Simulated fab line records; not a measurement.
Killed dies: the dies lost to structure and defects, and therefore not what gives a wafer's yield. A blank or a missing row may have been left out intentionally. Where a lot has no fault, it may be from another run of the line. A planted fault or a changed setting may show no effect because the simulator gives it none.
The tool behind it: which one? / flow ritCmos / 21 wafers from 7 lots sampled at 2 of the route's 202 steps

WHAT THE GAUGES SHOWED, per wafer
RIT_SDANNEAL_RS_MEAS_04: measures by four-point-probe.
lot=L265; measured=day 3 08:06; on=filmMetro-04; PSD_RS (ohm/sq)=115.96 115.83 115.84
lot=L268; measured=day 3 23:04; on=filmMetro-04; PSD_RS (ohm/sq)=115.74 115.39 115.57
lot=L273; measured=day 4 23:21; on=filmMetro-04; PSD_RS (ohm/sq)=115.88 115.94 115.87
lot=L276; measured=day 5 12:56; on=filmMetro-04; PSD_RS (ohm/sq)=108.93 108.81 108.79
lot=L281; measured=day 6 17:10; on=filmMetro-02; PSD_RS (ohm/sq)=115.67 116.00 115.87
lot=L283; measured=day 7 05:48; on=filmMetro-02; PSD_RS (ohm/sq)=116.00 116.12 116.00
lot=L287; measured=day 7 21:34; on=filmMetro-01; PSD_RS (ohm/sq)=115.68 115.30 115.92

EACH LOT AND THE TOOL THAT RAN IT (in order: tool; ch and the chambers of the sampled wafers; start)
lot=L265; RIT_PSD_IMPLANT_08=implanter-03 ch 0, day 3 07:17
lot=L268; RIT_PSD_IMPLANT_08=implanter-04 ch 0, day 3 22:15
lot=L273; RIT_PSD_IMPLANT_08=implanter-04 ch 0, day 4 22:31
lot=L276; RIT_PSD_IMPLANT_08=implanter-01 ch 0, day 5 12:08
lot=L281; RIT_PSD_IMPLANT_08=implanter-03 ch 0, day 6 16:22
lot=L283; RIT_PSD_IMPLANT_08=implanter-04 ch 0, day 7 04:55
lot=L287; RIT_PSD_IMPLANT_08=implanter-03 ch 0, day 7 20:45
- RIT_PSD_IMPLANT_08

THE ANSWER, worked out from the rows above alone
Rule: the lots themselves supply what counts as usual. The widest of any qualifying gaps counts: lots, ordered by their means at a reading, are off when they make up no more than a third of the lots, leave a main group of 4 or more, and stand apart from it by 3 or more times the standard deviation of that group's means. The tables above print the reading to a certain number of digits; a main group whose means all agree to those digits is not used. Also off: a lot with no number at a reading for which 4 or more lots have one. Where the step has rows for the other lots, those lots are counted as sound.
Off: L276, seen at RIT_SDANNEAL_RS_MEAS_04 (PSD_RS). Main group: mean 115.81 ohm/sq, sd 0.16.
If a tool, at a process step before that reading, ran all the lots that are off and no sound lot after the first of them, it fits. Gauges at RIT_SDANNEAL_RS_MEAS_04: tried the same way as those tools. This does not decide it: 2 tools fit, namely implanter-01 at RIT_PSD_IMPLANT_08 and filmMetro-04 at RIT_SDANNEAL_RS_MEAS_04.

WHAT THE SIMULATOR HAD INSERTED
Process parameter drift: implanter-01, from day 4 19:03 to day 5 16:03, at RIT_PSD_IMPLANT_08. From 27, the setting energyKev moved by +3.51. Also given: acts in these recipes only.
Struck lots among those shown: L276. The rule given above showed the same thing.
